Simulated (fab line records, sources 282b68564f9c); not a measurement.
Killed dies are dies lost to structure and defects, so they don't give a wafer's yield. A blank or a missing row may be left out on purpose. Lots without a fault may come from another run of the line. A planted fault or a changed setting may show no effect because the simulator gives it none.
A struck lot beside a sound one | flow rit_cmos | 20 steps out of a route of 202
Sound: wafers L723.2, L723.5, L723.6. Struck: wafers L727.2, L727.3, L727.6. The cause comes at the end.
At each step with rows: each side's tool, then ch and its chambers, then its first start. Under that, the readings that differ: sound wafers | struck wafers | difference of the means | sigmas: that difference in standard deviations of wafers without a fault.
alike: readings whose means differ by less than 2 such deviations, and words and numbers that are the same on both sides. not compared: withheld readings, readings that some wafer has no value for, bounds like >300 that may hide the same value, and numbers for which the record gives no deviation and whose values overlap.
The two part at a step that has a row with sigmas, a row that says differs or no value, or rows on one side only. Numbers that don't overlap but have no deviation are shown without sigmas and don't part them. A reading that every wafer of one side lacks parts them only if that side has two wafers or more.

RIT_CONTACT_CD_MEAS_08: target cd 1000 nm.
  sound on cd_sem-01, day 3 22:50; struck on cd_sem-01, day 4 15:13
  reading    | sound                | struck            | difference | sigmas
  cd_nm (nm) | 1001.6 1002.1 1001.9 | 994.5 995.1 994.8 | -7.1       | -3
RIT_CONTACT_OVL_MEAS_09:
  sound on overlay-02, day 3 22:56; struck on overlay-02, day 4 15:19
  alike: CONTACT_OVL
then, 1 step without rows for these wafers: RIT_CONTACT_HARDBAKE_10 (time 60 s).
RIT_CONTACT_ETCH_11: etches SiO2 in CHF3/CF4/Ar, stops on TiSi2, target depth 480 nm, time 320 s.
  sound on rie_diel-03 ch 0,1,3, day 3 23:07; struck on rie_diel-02 ch 0,3, day 4 15:30
  alike: chamber_pressure_mTorr, drypump_motor_current_A, oes_product_au, throttle_valve_pct
  not compared: rf_hours_counter_h
RIT_CONTACT_STRIP_12: strips in O2, time 180 s.
  sound on plasma_asher-04 ch 0,1, day 3 23:19; struck on plasma_asher-04 ch 1, day 4 15:42
  alike: chamber_pressure_mTorr, drypump_motor_current_A
  not compared: rf_hours_counter_h
RIT_CONTACT_CD_MEAS_90: target cd 1000 nm.
  sound on cd_sem-02, day 3 23:30; struck on cd_sem-02, day 4 15:53
  reading    | sound                | struck            | difference | sigmas
  cd_nm (nm) | 1002.0 1002.2 1002.5 | 995.2 994.8 994.7 | -7.3       | -3
then, 2 steps without rows for these wafers: RIT_CONTACT_CLEAN_13 (cleans in SC1, time 600 s); RIT_CONTACT_CLEAN_14 (cleans in SC2, time 600 s).
RIT_M1_SPUTTER_00: material Al, target thk 400 nm, time 500 s.
  sound on pvd_sputter-01, day 3 23:58; struck on pvd_sputter-01, day 4 16:33
  alike: throttle_valve_pct
RIT_M1_RS_MEAS_01: measures by four-point-probe.
  sound on film_metro-02, day 4 00:17; struck on film_metro-04, day 4 16:52
  alike: M1_AL_RS
RIT_M1_THK_MEAS_02: measures by xrf.
  sound on film_metro-02, day 4 00:23; struck on film_metro-04, day 4 16:58
  alike: M1_AL_THK
then, 1 step without rows for these wafers: RIT_M1_HMDS_03 (prime time 60 s).
RIT_M1_COAT_04: resist thk 1300 nm.
  sound on litho_track-02 ch 0, day 4 00:40; struck on litho_track-04, day 4 17:12
  no value came back on the struck wafers for chill_plate_temp_C (C), dispense_pressure_kPa (kPa); on the sound wafers chill_plate_temp_C (C) reads 23.03 22.94 22.94
then, 4 steps without rows for these wafers: RIT_M1_SOFTBAKE_05 (time 60 s); RIT_M1_EXPOSE_06 (exposes mask M12, target cd 2600 nm); RIT_M1_PEB_07; RIT_M1_DEVELOP_08 (develop time 68 s).
RIT_M1_CD_MEAS_09: target cd 2600 nm.
  sound on cd_sem-02, day 4 01:23; struck on cd_sem-01, day 4 17:55
  reading    | sound                | struck | difference                    | sigmas
  cd_nm (nm) | 2602.6 2600.7 2602.8 | - - -  | no value on the struck wafers |
RIT_M1_OVL_MEAS_10:
  sound on overlay-02, day 4 01:30; struck on overlay-01, day 4 18:02
  reading     | sound          | struck | difference                    | sigmas
  M1_OVL (nm) | -0.8 -0.8 -1.7 | - - -  | no value on the struck wafers |
RIT_M1_PROBE_99:
  sound on prober-02, day 4 04:05; struck on prober-02, day 4 20:37
  reading                  | sound          | struck         | difference | sigmas
  defect_limited_yield (%) | 97.7 94.7 98.1 | 0 0 0          | -97        | -81
  killed_at_M0_to_M3       | 0 0 0          | 258 258 258    | +258       | +99 or more
  killed_dies              | 6 14 5         | 264 264 264    | +256       | +82
  killed_on_rim            | 2 4 1          | 70 70 70       | +68        | +45
  sort_bin_5_function (%)  | 1.1 1.9 1.1    | 98.5 99.2 99.2 | +97.6      | +99 or more
  sort_n_pass              | 258 250 259    | 0 0 0          | -256       | -82
  sort_yield_pct (%)       | 97.7 94.7 98.1 | 0 0 0          | -97        | -81
  alike: killed_at_front_end, killed_open, killed_short, sort_bin_3_pad_short, sort_bin_6_memory

WHERE THEY PART
First at RIT_CONTACT_CD_MEAS_08; last, within this record, at RIT_M1_PROBE_99.

WHY: what the simulator had put in
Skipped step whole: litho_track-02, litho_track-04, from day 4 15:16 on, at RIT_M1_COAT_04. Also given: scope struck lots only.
